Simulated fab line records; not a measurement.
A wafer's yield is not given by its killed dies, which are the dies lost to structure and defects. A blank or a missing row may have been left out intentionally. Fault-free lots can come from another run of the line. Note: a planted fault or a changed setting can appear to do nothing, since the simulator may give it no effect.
Struck lot and sound lot, side by side -- flow berkeley cmos170 -- 14 steps out of a route of 331
Sound: the wafers L122.4, L122.5, L122.6. Struck: wafers L116.2, L116.3, L116.4. The cause is named last.
Per side, at each step with rows, come the tool, then ch with its chambers, and then its first start. Under that, the readings that differ: sound wafers -- struck wafers -- difference of the means -- sigmas: that difference in standard deviations of wafers without a fault.
alike: readings with means less than 2 such deviations apart, plus words and numbers identical on both sides. not compared: withheld readings, readings lacking a value on some wafer, bounds such as >300 that could conceal the same value, and numbers that have no deviation in the record and whose values overlap.
A row with sigmas, a row that says differs or no value, or rows on one side alone: a step with any of these is where the two part. Numbers that have no deviation but don't overlap get no sigmas and don't part them. Lack of a reading on every wafer of one side parts them only where that side has two or more wafers.

first, 1 step without rows for these wafers: UCB170_ACTIVE_DEVELOP_12 (develop time 45 s).
UCB170_ACTIVE_CD_MEAS_13: the cd target is 1200 nm.
  sound: cd sem-01 at day 8 09:26; struck: cd sem-02 at day 7 07:25
  alike: cd nm
UCB170_ACTIVE_OVL_MEAS_14:
  sound: overlay-02 at day 8 09:31; struck: overlay-01 at day 7 07:31
  alike: ACTIVE_OVL
UCB170_ACTIVE_ETCH_15: etches Si3N4 in CH3F/Ar/O2, stops on SiO2, target depth 242 nm, time 151 s.
  sound on rie diel-03 ch 0,2,3, day 8 09:35; struck on rie diel-01 ch 0,2,3, day 7 07:33
reading,sound,struck,difference,sigmas
rf hours counter h (h),- - -,54 51 57,no value on the sound wafers,
  alike: drypump motor current A, oes product au, throttle valve pct
UCB170_ACTIVE_STRIP_16: strips in O2.
  sound on plasma asher-01 ch 0,1, day 8 09:40; struck on plasma asher-01 ch 0,1, day 7 07:39
  alike: drypump motor current A, oes product au, strip time to endpoint s
  not compared: rf hours counter h
UCB170_ACTIVE_CD_MEAS_90: the cd target is 1200 nm.
  sound: cd sem-02 at day 8 09:54; struck: cd sem-01 at day 7 07:46
reading,sound,struck,difference,sigmas
cd nm (nm),1197.9 1196.9 1199.3,1200.9 1200.2 1202.2,+3.1,+2
then, 6 steps without rows for these wafers: UCB170_ACTIVE_CLEAN_17 (cleans in SPM, time 600 s); UCB170_PFIELD_HMDS_00 (prime time 60 s); UCB170_PFIELD_COAT_01 (resist thk 900 nm); UCB170_PFIELD_SOFTBAKE_02 (time 60 s); UCB170_PFIELD_EXPOSE_03 (exposes mask PFIELD, target cd 1500 nm); UCB170_PFIELD_PEB_04.
UCB170_PFIELD_DEVELOP_05: develop time 45.61 s.
  sound on litho track-03 ch 0, day 8 11:00; struck on litho track-01, day 7 09:00
  no value came back on the struck wafers for chill plate temp C (C), develop time s (s); on the sound wafers chill plate temp C (C) reads 23.08 23.24 23.01
reading,sound,struck,difference,sigmas
model.KrF_of_PFIELD_COAT_01.thk nm (nm),882.6 883.6 885.3,897.7 898.9 897.6,+14.2,
UCB170_PFIELD_OVL_MEAS_06:
  sound: overlay-01 at day 8 11:20; struck: overlay-01 at day 7 09:38
reading,sound,struck,difference,sigmas
PFIELD_OVL (nm),-2 -6 -3,- - -,no value on the struck wafers,

== WHERE THEY PART ==
Last at UCB170_PFIELD_OVL_MEAS_06 as far as this record goes, first at UCB170_ACTIVE_ETCH_15.

WHY: what the simulator had put in
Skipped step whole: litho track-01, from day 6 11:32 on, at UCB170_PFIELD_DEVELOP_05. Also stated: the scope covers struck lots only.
